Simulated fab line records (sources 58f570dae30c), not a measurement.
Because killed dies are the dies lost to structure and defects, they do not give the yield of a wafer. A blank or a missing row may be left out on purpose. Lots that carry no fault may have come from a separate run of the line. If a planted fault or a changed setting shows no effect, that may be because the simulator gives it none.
A struck lot beside a sound one | flow berkeley-cmos170 | 15 steps out of a route of 331
Sound: these wafers, L230.1, L230.4, L230.6. Wafers struck: L239.3, L239.4, L239.5. The cause is named last.
For every step that has rows: the tool of each side, followed by ch and its chambers, followed by its first start. Under that, the readings that differ: sound wafers | struck wafers | difference of the means | sigmas: that difference in standard deviations of wafers without a fault.
alike: readings whose means differ by less than 2 such deviations, and words and numbers that are the same on both sides. not compared: withheld readings, readings that some wafer has no value for, bounds like >300 that may hide the same value, and numbers for which the record gives no deviation and whose values overlap.
A row with sigmas, a row that says differs or no value, or rows on one side alone: a step with any of these is where the two part. Non-overlapping numbers with no deviation appear without sigmas and do not part them. A reading missing from all wafers of one side parts the sides only when that side holds two or more wafers.

first, 2 steps without rows for these wafers: UCB170_FIELD_WET_ETCH_05 (etches Si3N4 in H3PO4, time 12600 s); UCB170_FIELD_WET_ETCH_06 (etches SiO2 in BOE, time 22 s).
UCB170_FIELD_THK_MEAS_90:
  sound on film-metro-01 at day 6 13:58; struck on film-metro-01 at day 8 18:33
  alike: FIELD_OXIDE_LEFT_1_THK
then, 2 steps without rows for these wafers: UCB170_SACOX_CLEAN_00 (cleans in dHF, time 7.5 s); UCB170_SACOX_OXIDATION_01 (target thk 14.4 nm, ox time 2400 s).
UCB170_SACOX_THK_MEAS_02:
  sound on film-metro-03 at day 6 18:01; struck on film-metro-03 at day 9 00:51
  alike: SACOX_OXIDE_THK
then, 2 steps without rows for these wafers: UCB170_SCREENOX_WET_ETCH_00 (etches SiO2 in dHF, time 200 s); UCB170_SCREENOX_OXIDATION_01 (target thk 14.4 nm, ox time 2400 s).
UCB170_SCREENOX_THK_MEAS_02:
  sound on film-metro-01 at day 6 21:14; struck on film-metro-01 at day 9 07:48
  alike: SCREENOX_OXIDE_THK
then, 3 steps without rows for these wafers: UCB170_SCREENOX_ANNEAL_03 (time 900 s); UCB170_NVT_HMDS_00 (prime time 60 s); UCB170_NVT_COAT_01 (resist thk 900 nm).
UCB170_NVT_SOFTBAKE_02: time 60 s.
  sound on litho-track-01 ch 0, day 7 00:59; struck on litho-track-04 ch 0, day 9 13:47
  reading          | sound          | struck         | difference | sigmas
  run-length-s (s) | 89.6 89.5 89.4 | 91.7 92.1 91.9 | +2.4       | +7
then, 2 steps without rows for these wafers: UCB170_NVT_EXPOSE_03 (exposes mask PWELL, target cd 3000 nm); UCB170_M3_PROBE_99.

## WHERE THEY PART
Only at UCB170_NVT_SOFTBAKE_02, as far as this record shows.

WHY: what had been put in by the simulator
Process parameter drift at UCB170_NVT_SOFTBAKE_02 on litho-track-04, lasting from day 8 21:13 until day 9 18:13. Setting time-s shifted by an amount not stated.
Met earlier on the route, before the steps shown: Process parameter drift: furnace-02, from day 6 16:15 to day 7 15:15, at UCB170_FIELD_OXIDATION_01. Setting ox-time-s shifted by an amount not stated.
